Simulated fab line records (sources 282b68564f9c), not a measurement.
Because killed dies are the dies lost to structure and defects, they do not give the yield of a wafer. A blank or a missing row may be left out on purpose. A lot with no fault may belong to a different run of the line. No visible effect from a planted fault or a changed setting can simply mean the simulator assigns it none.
The tool behind it: which one? ; flow ritCmos ; Sampling: 14 lots, 42 wafers, 4 of 202 route steps

## WHAT EACH GAUGE READ, for each wafer
RIT_PSD_TW_MEAS_10.
lot;measured;on;PSD_TW
L544;day 3 07:40;filmMetro-02;3409 3443 3409
L545;day 3 10:31;filmMetro-04;3429 3416 3443
L546;day 3 13:31;filmMetro-02;3413 3419 3418
L547;day 3 21:24;filmMetro-02;3436 3429 3450
L548;day 3 23:49;filmMetro-03;3402 3403 3396
L549;day 4 06:17;filmMetro-02;3403 3422 3400
L550;day 4 09:46;filmMetro-03;3438 3433 3431
L551;day 4 14:49;filmMetro-03;3060 3051 3080
L553;day 5 04:58;filmMetro-03;3070 3065 3063
L555;day 5 16:23;filmMetro-03;3056 3058 3071
L561;day 6 20:22;filmMetro-04;3411 3413 3425
L562;day 7 00:18;filmMetro-03;3384 3376 3415
L564;day 7 12:26;filmMetro-02;3438 3410 3432
L566;day 7 19:09;filmMetro-03;3401 3396 3410

RIT_SDANNEAL_RS_MEAS_04: measures by four-point-probe.
lot;measured;on;PSD_RS (ohm/sq)
L544;day 3 08:10;filmMetro-03;115.9 115.7 115.3
L545;day 3 11:01;filmMetro-03;115.7 115.7 115.8
L546;day 3 14:11;filmMetro-03;115.9 116.2 115.9
L547;day 3 21:53;filmMetro-02;115.9 115.8 116.1
L548;day 4 00:19;filmMetro-02;115.8 116.0 116.1
L549;day 4 06:47;filmMetro-03;116.3 116.0 116.3
L550;day 4 10:16;filmMetro-03;116.0 116.0 116.4
L551;day 4 15:19;filmMetro-04;127.7 127.8 128.0
L553;day 5 05:26;filmMetro-02;128.8 128.8 128.5
L555;day 5 16:53;filmMetro-02;128.8 128.7 128.6
L561;day 6 20:54;filmMetro-02;115.7 115.6 115.6
L562;day 7 00:50;filmMetro-03;115.7 115.7 115.8
L564;day 7 12:58;filmMetro-02;115.8 115.6 115.9
L566;day 7 19:40;filmMetro-04;116.2 116.4 116.4

## TOOL THAT RAN EACH LOT (tool first, then ch and the chambers of the sampled wafers, then the start)
lot;RIT_ACTIVE_STRIP_14;RIT_PSD_IMPLANT_08
L544;plasmaAsher-04 ch 1, day 1 15:26;implanter-01 ch 0, day 3 07:21
L545;plasmaAsher-04 ch 0,1, day 1 22:24;implanter-01 ch 0, day 3 10:11
L546;plasmaAsher-02 ch 0,1, day 2 02:03;implanter-03 ch 0, day 3 13:12
L547;plasmaAsher-03 ch 0,1, day 2 07:15;implanter-01 ch 0, day 3 21:04
L548;plasmaAsher-03 ch 0,1, day 2 11:05;implanter-01 ch 0, day 3 23:31
L549;plasmaAsher-03 ch 0,1, day 2 17:07;implanter-01 ch 0, day 4 05:59
L550;plasmaAsher-02 ch 0,1, day 2 20:50;implanter-01 ch 0, day 4 09:27
L551;plasmaAsher-02 ch 0,1, day 3 02:36;implanter-01 ch 0, day 4 14:31
L553;plasmaAsher-04 ch 1, day 3 11:57;implanter-01 ch 0, day 5 04:38
L555;plasmaAsher-04 ch 0,1, day 3 23:40;implanter-01 ch 0, day 5 16:03
L561;plasmaAsher-02 ch 0,1, day 5 04:46;implanter-03 ch 0, day 6 20:04
L562;plasmaAsher-03 ch 0,1, day 5 10:53;implanter-03 ch 0, day 6 23:58
L564;plasmaAsher-04 ch 0,1, day 5 22:26;implanter-03 ch 0, day 7 12:07
L566;plasmaAsher-02 ch 0,1, day 6 05:43;implanter-03 ch 0, day 7 18:52
- RIT_ACTIVE_STRIP_14: strips in O2, time 180 s.
- RIT_PSD_IMPLANT_08

## WHAT THE TOOLS THEMSELVES READ (means of the sampled wafers that have a number; where no wafer has one, the mark that the record gives instead)
RIT_ACTIVE_STRIP_14.
lot;tool;drypumpMotorCurrentA (A)
L544;plasmaAsher-04;6.1
L545;plasmaAsher-04;6.2
L546;plasmaAsher-02;5.5
L547;plasmaAsher-03;5.6
L548;plasmaAsher-03;5.6
L549;plasmaAsher-03;5.6
L550;plasmaAsher-02;5.4
L551;plasmaAsher-02;5.5
L553;plasmaAsher-04;6.1
L555;plasmaAsher-04;6.4
L561;plasmaAsher-02;5.5
L562;plasmaAsher-03;5.6
L564;plasmaAsher-04;6.4
L566;plasmaAsher-02;5.5

RIT_PSD_IMPLANT_08.
lot;tool;doseIonsCm2;faradayCurrentUA
L544;implanter-01;5.007e+15;10983
L545;implanter-01;5.006e+15;10965
L546;implanter-03;4.995e+15;13625
L547;implanter-01;4.995e+15;11018
L548;implanter-01;5.000e+15;10785
L549;implanter-01;4.990e+15;10814
L550;implanter-01;5.007e+15;10967
L551;implanter-01;2.136e+15;6708
L553;implanter-01;2.132e+15;6631
L555;implanter-01;2.134e+15;6536
L561;implanter-03;5.003e+15;13282
L562;implanter-03;5.003e+15;13245
L564;implanter-03;5.006e+15;13372
L566;implanter-03;5.000e+15;13048

## THE ANSWER, worked out from the rows above alone
Rule: what is usual is taken from the lots themselves. The widest of any qualifying gaps counts: lots, ordered by their means at a reading, are off when they make up no more than a third of the lots, leave a main group of 4 or more, and stand apart from it by 3 or more times the standard deviation of that group's means. The tables above print the reading to a certain number of digits; a main group whose means all agree to those digits is not used. A lot without any number at a reading at which 4 lots or more have one is off too. The other lots that the step has rows for count as sound. First the gauges in route order, then the tools' own readings, where a lot's mean is used as printed above. At the first step where some lot is off, the reading lying furthest off is the one used; lots without a number count as furthest.
Off: L551, L553, L555, seen at RIT_PSD_TW_MEAS_10 (PSD_TW). The main group has a mean of 3417 with a standard deviation of 14.
A tool fits if, at a process step before that reading, it ran every lot that is off, and no sound lot after the first of them. Not tried: the gauges at RIT_PSD_TW_MEAS_10; whatever is off there is also off at RIT_SDANNEAL_RS_MEAS_04, on other tools, and gauge error can't account for it. One fits: RIT_PSD_IMPLANT_08 on implanter-01. A fault onset in the window from L550 (day 4 09:27, its last sound lot) to L551 (day 4 14:31, its first lot off) fits.
On the lots that are off, the tool's own readings at RIT_PSD_IMPLANT_08 differ by more than 5 times the standard deviation of the sound lots' means, which bears it out; doseIonsCm2 reads 2.134e+15 there versus 5.001e+15 on the sound lots.

## WHAT THE SIMULATOR HAD PUT IN
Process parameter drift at RIT_PSD_IMPLANT_08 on implanter-01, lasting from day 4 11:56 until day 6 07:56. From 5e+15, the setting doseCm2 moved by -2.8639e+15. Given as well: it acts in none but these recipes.
Shown lots that were struck: L551, L553, L555. Same finding as the rule above.
